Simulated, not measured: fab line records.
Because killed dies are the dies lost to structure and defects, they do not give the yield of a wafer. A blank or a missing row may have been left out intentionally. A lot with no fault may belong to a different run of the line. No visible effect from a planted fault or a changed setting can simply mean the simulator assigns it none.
fab line records	flow rit_cmos
[record] lots = 6	wafers = 18	last_day = 7
route steps=202 shown PWELL@49 WELLDRIVE@50 NWELL@51 NRETRO@53 PRETRO@64 M1@202
lots that met no fault: from a run of the same line without faults
start_h: start of the lot's first displayed wafer, in hours after the record's first day	wait_h: time in hours since the lot's previous step	" unchanged from the row above	L1.1+2: one row covering several wafers at once	- either no value or no given start	* or withheld: withheld	< > ~ a bound
route shown NAME@n: names a module that has steps shown in the file, with the first one's number in the route	usual: mean and standard deviation over wafers with no fault	same: alike in all rows	chamber/n: place in a boat	sites: per-site readings	_std_site: the standard deviation of these	_edge_site: inner sites' mean taken away from outer sites' mean	radius_mm: how far each site lies from the wafer's centre	mask NAME#n: copy n	behind: the tool/chamber that last shaped the wafer	hold: what put the lot on hold/how long, in hours/how the hold closed	device: transistor that didn't switch, given as n, p or np	end of line: at the end of the route, the tests of the same wafers	for a step that has no rows: nothing shown but its recipe	killed: dies that structure and defects cost at the first sort, which is not the same as the wafer's yield	map: a wafer's dies, marking killed ones x, the rest . and places with no die _
set.NAME: setting as actually run; set.NAME@STEP: the setting as run at that earlier step	model.NAME: the simulator's own value behind a step, which no gauge read
certain route steps with their lots: each step a table, each wafer a row
services: the hour from which a tool's chamber was out of use, counted from the record's first day as start_h (under 0 if before that day), plus the number of hours and why
[[steps]]
[step RIT_PWELL_TW_MEAS_10]
[usual] PWELL_TW = 952/8.9
lot.wafer	tool	chamber	start_h	wait_h	PWELL_TW
L993.1	film_metro-02	-	64.63	0.1	942
L993.5	"	-	"	"	934
L993.6	"	-	"	"	941
L997.1	film_metro-04	-	86.11	0.1	960
L997.3	"	-	"	"	956
L997.4	"	-	"	"	960
L100.1	film_metro-04	-	99.92	0.1	965
L100.2	"	-	"	"	960
L100.6	"	-	"	"	967
L102.1	film_metro-04	-	110.60	0.1	960
L102.2	"	-	"	"	963
L102.6	"	-	"	"	959
L105.1	film_metro-02	-	123.61	0.1	953
L105.2	"	-	"	"	954
L105.4	"	-	"	"	954
L106.2	film_metro-03	-	130.32	0.1	960
L106.5	"	-	"	"	959
L106.6	"	-	"	"	959
[step RIT_WELLDRIVE_ANNEAL_00]
[recipe] temp_c = 1100	time_s = 14700	ambient = N2
[step RIT_WELLDRIVE_RS_MEAS_01]
[recipe] thk_meas_gauge = four-point-probe
[usual] NWELL_RS = 275.6/0.67
lot.wafer	tool	chamber	start_h	wait_h	NWELL_RS[ohm/sq]
L993.1	film_metro-04	-	69.77	0.0	275.5
L993.5	"	-	"	"	275.3
L993.6	"	-	"	"	275.8
L997.1	film_metro-03	-	93.06	0.0	276.1
L997.3	"	-	"	"	276.1
L997.4	"	-	"	"	276.3
L100.1	film_metro-04	-	105.12	0.0	276.0
L100.2	"	-	"	"	276.2
L100.6	"	-	"	"	275.6
L102.1	film_metro-04	-	115.75	0.0	276.2
L102.2	"	-	"	"	277.0
L102.6	"	-	"	"	275.9
L105.1	film_metro-03	-	128.75	0.0	275.1
L105.2	"	-	"	"	275.0
L105.4	"	-	"	"	276.0
L106.2	film_metro-04	-	135.48	0.0	275.6
L106.5	"	-	"	"	275.9
L106.6	"	-	"	"	275.0
[step RIT_WELLDRIVE_RS_MEAS_02]
[recipe] thk_meas_gauge = four-point-probe
[usual] PWELL_RS = 429.9/1.3
lot.wafer	tool	chamber	start_h	wait_h	PWELL_RS[ohm/sq]
L993.1	film_metro-04	-	69.89	0.1	432.2
L993.5	"	-	"	"	432.2
L993.6	"	-	"	"	430.7
L997.1	film_metro-03	-	93.18	0.1	427.2
L997.3	"	-	"	"	427.8
L997.4	"	-	"	"	428.4
L100.1	film_metro-04	-	105.24	0.1	429.1
L100.2	"	-	"	"	429.6
L100.6	"	-	"	"	430.0
L102.1	film_metro-04	-	115.87	0.1	431.8
L102.2	"	-	"	"	431.9
L102.6	"	-	"	"	431.5
L105.1	film_metro-03	-	128.87	0.1	429.2
L105.2	"	-	"	"	428.8
L105.4	"	-	"	"	429.9
L106.2	film_metro-04	-	135.60	0.1	430.6
L106.5	"	-	"	"	430.1
L106.6	"	-	"	"	430.9
[step RIT_NRETRO_HMDS_00]
[recipe] prime_time_s = 60	prime_temp_c = 140
[step RIT_NRETRO_COAT_01]
[recipe] resist = NOVOLAK	spin_rpm = 2000	resist_thk_nm = 1300
[step RIT_NRETRO_SOFTBAKE_02]
[recipe] resist = NOVOLAK	temp_c = 89.01	time_s = 60
[step RIT_NRETRO_EXPOSE_03]
[recipe] mask_id = M4	na = 0.57	target_cd_nm = 43900	dose_mj = 250
[step RIT_NRETRO_PEB_04]
[recipe] resist = NOVOLAK	temp_c = withheld	time_s = withheld
[step RIT_NRETRO_DEVELOP_05]
[recipe] resist = NOVOLAK	develop_time_s = 68	dev_temp_c = 23
[step RIT_NRETRO_OVL_MEAS_06]
[usual] NRETRO_OVL = -0.3/1.5
lot.wafer	tool	chamber	start_h	wait_h	NRETRO_OVL[nm]
L993.1	overlay-02	-	70.89	-	-0.8
L993.5	"	-	"	"	-1.1
L993.6	"	-	"	"	1.5
L997.1	overlay-01	-	94.18	-	0.8
L997.3	"	-	"	"	0.8
L997.4	"	-	"	"	-0.8
L100.1	overlay-01	-	106.36	-	0.7
L100.2	"	-	"	"	1.2
L100.6	"	-	"	"	-1.9
L102.1	overlay-01	-	116.87	-	0.3
L102.2	"	-	"	"	2.1
L102.6	"	-	"	"	2.6
L105.1	overlay-02	-	129.87	-	-0.3
L105.2	"	-	"	"	-2.0
L105.4	"	-	"	"	-1.1
L106.2	overlay-02	-	136.71	-	-2.7
L106.5	"	-	"	"	-3.8
L106.6	"	-	"	"	-2.5
[step RIT_NRETRO_HARDBAKE_07]
[recipe] resist = NOVOLAK	temp_c = 140	time_s = 120
[step RIT_NRETRO_IMPLANT_08]
[recipe] species = P	energy_kev = 70	dose_cm2 = 1e+13	tilt_deg = 7
[usual] beam_energy_keV = 70.000/0.018	dose_ions_cm2 = 1.0001e+13/1.2e+10	faraday_current_uA = 31.8/0.64
lot.wafer	tool	chamber	start_h	wait_h	beam_energy_keV	dose_ions_cm2	faraday_current_uA
L993.1	implanter-04	0	71.18	0.2	69.996	1.0014e+13	31.0
L993.5	"	0	"	"	69.989	1.002e+13	31.5
L993.6	"	0	"	"	69.976	1.0033e+13	31.7
L997.1	implanter-01	0	94.46	0.2	70.000	9.988e+12	32.1
L997.3	"	0	"	"	70.012	9.994e+12	32.1
L997.4	"	0	"	"	70.000	9.985e+12	31.6
L100.1	implanter-04	0	106.65	0.2	69.979	1.8763e+13	59.2
L100.2	"	0	"	"	69.995	1.8757e+13	59.3
L100.6	"	0	"	"	69.972	1.8744e+13	56.9
L102.1	implanter-03	0	117.15	0.2	70.005	1.0009e+13	31.2
L102.2	"	0	"	"	70.008	1.001e+13	31.8
L102.6	"	0	"	"	70.014	9.999e+12	31.5
L105.1	implanter-04	0	130.16	0.2	69.984	1.8752e+13	60.0
L105.2	"	0	"	"	69.986	1.877e+13	57.8
L105.4	"	0	"	"	70.007	1.8755e+13	59.6
L106.2	implanter-01	0	137.05	0.2	69.998	9.988e+12	31.0
L106.5	"	0	"	"	69.989	9.982e+12	32.9
L106.6	"	0	"	"	70.022	9.997e+12	29.9
[step RIT_NRETRO_STRIP_09]
[recipe] chemistry = O2	time_s = 180	resist = NOVOLAK	platen_temp_c = withheld	power_w = 500	pressure_mtorr = 4000	o2_flow_sccm = 4000
[usual] drypump_motor_current_A = 5.94/0.24	o2_flow_sccm = 4001/12
lot.wafer	tool	chamber	start_h	wait_h	drypump_motor_current_A	o2_flow_sccm	rf_hours_counter_h
L993.1	plasma_asher-03	1	71.33	0.1	5.79	4009	28
L993.5	"	1	"	"	5.77	4002	-
L993.6	"	0	"	"	6.07	4012	-
L997.1	plasma_asher-01	1	94.61	0.1	5.54	3990	46
L997.3	"	1	"	"	5.54	4002	-
L997.4	"	0	"	"	6.25	3996	-
L100.1	plasma_asher-01	1	106.80	0.1	5.54	4011	47
L100.2	"	0	"	"	6.21	3996	47
L100.6	"	1	"	"	5.55	4000	-
L102.1	plasma_asher-01	0	117.30	0.1	6.24	3997	48
L102.2	"	1	"	"	5.54	4002	48
L102.6	"	1	"	"	5.54	4001	-
L105.1	plasma_asher-01	0	130.31	0.1	6.25	3991	50
L105.2	"	1	"	"	5.53	3999	50
L105.4	"	1	"	"	5.52	4004	-
L106.2	plasma_asher-02	0	137.18	0.1	5.87	4003	50
L106.5	"	0	"	"	5.82	4011	-
L106.6	"	1	"	"	6.18	4007	-
[step RIT_NRETRO_TW_MEAS_10]
[usual] NRETRO_TW = 1040/10
lot.wafer	tool	chamber	start_h	wait_h	NRETRO_TW
L993.1	film_metro-02	-	71.50	0.1	1033
L993.5	"	-	"	"	1038
L993.6	"	-	"	"	1034
L997.1	film_metro-01	-	94.79	0.1	1029
L997.3	"	-	"	"	1033
L997.4	"	-	"	"	1031
L100.1	film_metro-02	-	106.97	0.1	1277
L100.2	"	-	"	"	1284
L100.6	"	-	"	"	1279
L102.1	film_metro-03	-	117.48	0.1	1048
L102.2	"	-	"	"	1054
L102.6	"	-	"	"	1049
L105.1	film_metro-01	-	130.48	0.1	1252
L105.2	"	-	"	"	1247
L105.4	"	-	"	"	1251
L106.2	film_metro-01	-	137.36	0.1	1023
L106.5	"	-	"	"	1028
L106.6	"	-	"	"	1029
[step RIT_PRETRO_HMDS_00]
[recipe] prime_time_s = 60	prime_temp_c = 140
[step RIT_M1_PROBE_99]
[usual] killed_at_contacts = 0.0/0.2	killed_at_front_end = 7.2/2.5	killed_dies = 7.3/2.5	killed_open = 3.8/1.9	killed_short = 3.5/1.8
[same] gross_dies = 264	killed_at_M0_to_M3 = 0	killed_at_M4_up = 0	killed_at_back_side = 0	killed_at_other = 0
lot.wafer	tool	chamber	start_h	wait_h	killed_at_contacts	killed_at_front_end	killed_dies	killed_open	killed_short	model.etest.pmos_0p3.r_on_ohm_um	model.etest.pmos_turned.r_on_ohm_um	model.etest.pmos_0p15.r_on_ohm_um	model.etest.pmos_0p15.drive_ua_um	model.etest.pmos_turned.drive_ua_um	model.etest.pmos_narrow.drive_ua_um	model.etest.pmos_0p3.drive_ua_um	model.etest.well_edge_left.line_ohm_um
L993.1	prober-01	-	103.03	0.1	0	10	10	3	7	6313	3327	2684	260.5	194.3	103.4	100.1	181.9
L993.5	prober-01	-	103.23	0.2	0	7	7	3	4	6080	3217	2603	272.8	207	106.8	104.8	181.1
L993.6	prober-01	-	103.28	0.2	0	9	9	2	7	6146	3343	2697	262.3	195.1	105.6	104.2	178.9
L997.1	prober-02	-	123.70	0.1	0	9	9	6	3	6293	3495	2840	251.3	187.1	100.2	100.7	183.2
L997.3	prober-02	-	123.80	0.2	0	6	6	4	2	6447	3554	2843	244.4	178.9	97.8	96.56	181.2
L997.4	prober-02	-	123.85	0.2	0	5	5	2	3	6262	3412	2738	258.2	190.5	101.5	101.3	182
L100.1	prober-01	-	134.63	0.1	0	3	3	1	2	7504	4469	3381	190.7	123.4	71.69	74.68	170.2
L100.2	prober-01	-	134.68	0.1	0	7	7	6	1	7373	4231	3222	196.8	132.9	73.98	76.34	170.3
L100.6	prober-01	-	134.88	0.2	0	7	7	4	3	7424	4276	3320	193.2	130.4	70.65	74.5	174.1
L102.1	prober-01	-	147.15	0.1	0	8	8	2	6	6346	3459	2828	250.6	188	99.69	99.03	184.7
L102.2	prober-01	-	147.20	0.1	0	3	3	2	1	6177	3358	2736	259.3	196.6	102.2	101.7	182.7
L102.6	prober-01	-	147.40	0.2	0	9	9	5	4	6406	3478	2814	248.8	186	97.42	98.37	184.7
L105.1	prober-02	-	159.91	0.1	0	7	7	5	2	7516	4589	3384	190.3	116.7	73.6	75.3	169.2
L105.2	prober-02	-	159.96	0.1	0	10	10	8	2	7494	4481	3333	192.4	119	72.53	75.56	168.3
L105.4	prober-02	-	160.06	0.2	0	4	4	2	2	7396	4399	3303	194.7	122.9	72.81	74.92	168.6
L106.2	prober-01	-	166.31	0.1	0	11	11	6	5	6476	3571	2869	242.8	178.8	97.48	96.16	181.4
L106.5	prober-01	-	166.46	0.2	1	8	9	5	4	6430	3659	2928	240.3	173.3	100.4	97.96	182.9
L106.6	prober-01	-	166.51	0.2	0	7	7	0	7	6443	3563	2882	247.8	180.3	101.2	98.17	179.7
// killed by level:class
L993.1 REOX:geometric_particle:short=4 FOX2:geometric_particle:short=2 REOX:geometric_particle:open=2 GATE:geometric_particle:open=1 SILICIDE:geometric_particle:short=1
L993.5 GATE:geometric_particle:short=3 FOX1:geometric_particle:open=2 GATE:geometric_particle:open=1 REOX:geometric_particle:short=1
L993.6 GATE:geometric_particle:short=5 FOX2:geometric_particle:short=1 FOX1:geometric_particle:open=1 SILICIDE:geometric_particle:short=1 SILICIDE:geometric_particle:open=1
L997.1 GATE:geometric_particle:short=3 FOX2:geometric_particle:open=2 GATE:geometric_particle:open=2 SILICIDE:geometric_particle:open=2
L997.3 REOX:geometric_particle:short=2 GATE:geometric_particle:open=1 REOX:geometric_particle:open=1 SPACER:geometric_particle:open=1 SILICIDE:geometric_particle:open=1
L997.4 GATE:geometric_particle:short=2 GATE:geometric_particle:open=1 REOX:geometric_particle:short=1 SPACER:geometric_particle:open=1
L100.1 GATE:geometric_particle:short=1 GATE:geometric_particle:open=1 SPACER:geometric_particle:short=1
L100.2 GATE:geometric_particle:open=4 FOX2:geometric_particle:open=1 GATE:geometric_particle:short=1 SILICIDE:geometric_particle:open=1
L100.6 FOX2:geometric_particle:open=1 FOX2:geometric_particle:short=1 GATE:geometric_particle:short=1 GATE:geometric_particle:open=1 REOX:geometric_particle:open=1 REOX:geometric_particle:short=1 SPACER:geometric_particle:open=1
L102.1 GATE:geometric_particle:short=3 FOX1:geometric_particle:short=1 FOX2:geometric_particle:open=1 FOX2:geometric_particle:short=1 SILICIDE:geometric_particle:open=1 SILICIDE:geometric_particle:short=1
L102.2 FOX1:geometric_particle:open=1 GATE:geometric_particle:short=1 GATE:geometric_particle:open=1
L102.6 GATE:geometric_particle:open=2 FOX1:geometric_particle:open=1 FOX1:geometric_particle:short=1 FOX2:geometric_particle:open=1 FOX2:geometric_particle:short=1 GATE:geometric_particle:short=1 REOX:geometric_particle:open=1 SILICIDE:geometric_particle:short=1
L105.1 SPACER:geometric_particle:open=3 GATE:geometric_particle:short=2 GATE:geometric_particle:open=1 SILICIDE:geometric_particle:open=1
L105.2 GATE:geometric_particle:open=5 SPACER:geometric_particle:open=2 FOX1:geometric_particle:open=1 REOX:geometric_particle:short=1 SPACER:geometric_particle:short=1
L105.4 FOX1:geometric_particle:short=1 REOX:geometric_particle:open=1 SILICIDE:geometric_particle:open=1 SILICIDE:geometric_particle:short=1
L106.2 GATE:geometric_particle:open=2 GATE:geometric_particle:short=2 REOX:geometric_particle:open=2 REOX:geometric_particle:short=1 SPACER:geometric_particle:short=1 SPACER:geometric_particle:open=1 SILICIDE:geometric_particle:short=1 SILICIDE:geometric_particle:open=1
L106.5 GATE:geometric_particle:open=3 REOX:geometric_particle:open=2 FOX1:geometric_particle:short=1 GATE:geometric_particle:short=1 REOX:geometric_particle:short=1 CONTACT:geometric_particle:short=1
L106.6 FOX1:geometric_particle:short=3 REOX:geometric_particle:short=2 GATE:geometric_particle:short=1 SPACER:geometric_particle:short=1
[[services]]
tool	chamber	start_h	hours	kind
plasma_asher-02	-	79.75	1.5	repair
plasma_asher-03	-	80.05	2.8	pm
plasma_asher-01	-	86.60	2.0	repair
implanter-01	-	87.16	1.8	repair
implanter-01	-	96.89	0.7	repair
implanter-04	-	125.63	4.2	pm
implanter-03	-	128.68	36.5	repair
implanter-04	-	133.28	2.0	repair
[[key]]
[first_sign] step = RIT_NRETRO_IMPLANT_08	reading = dose_ions_cm2	direction = up	sigmas = 99+	usual = 1.0001e+13	struck = 1.8757e+13
[effect] step = RIT_NRETRO_IMPLANT_08	reading = faraday_current_uA	direction = up	sigmas = 42	usual = 31.8	struck = 58.8
[effect] step = RIT_NRETRO_TW_MEAS_10	reading = NRETRO_TW	direction = up	sigmas = 22	usual = 1040	struck = 1265
[model_effect] step = RIT_M1_PROBE_99	value = etest.pmos_0p3.r_on_ohm_um	without = 6518	struck = 7451
met_at RIT_NRETRO_IMPLANT_08
struck_wafers L100.1,L100.2,L100.6,L105.1,L105.2,L105.4
tester_left_out L100,L105
onset_between 71.18 106.65
[fault] kind = process_parameter_drift	tool = implanter-04	chamber = -	onset_h = 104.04	steps = RIT_NRETRO_IMPLANT_08	channel = dose_cm2	offset = 8.7601e+12	shape = step	end_h = 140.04	acts_in = these_recipes_only	stated = 1e+13
// tester_left_out: of these lots the tester's yield and bins aren't shown, on N5 and GAA mostly nor the transistor test; their killed dies are dies lost to structure and defects alone, not to doping, threshold or leakage, so they don't give the yield
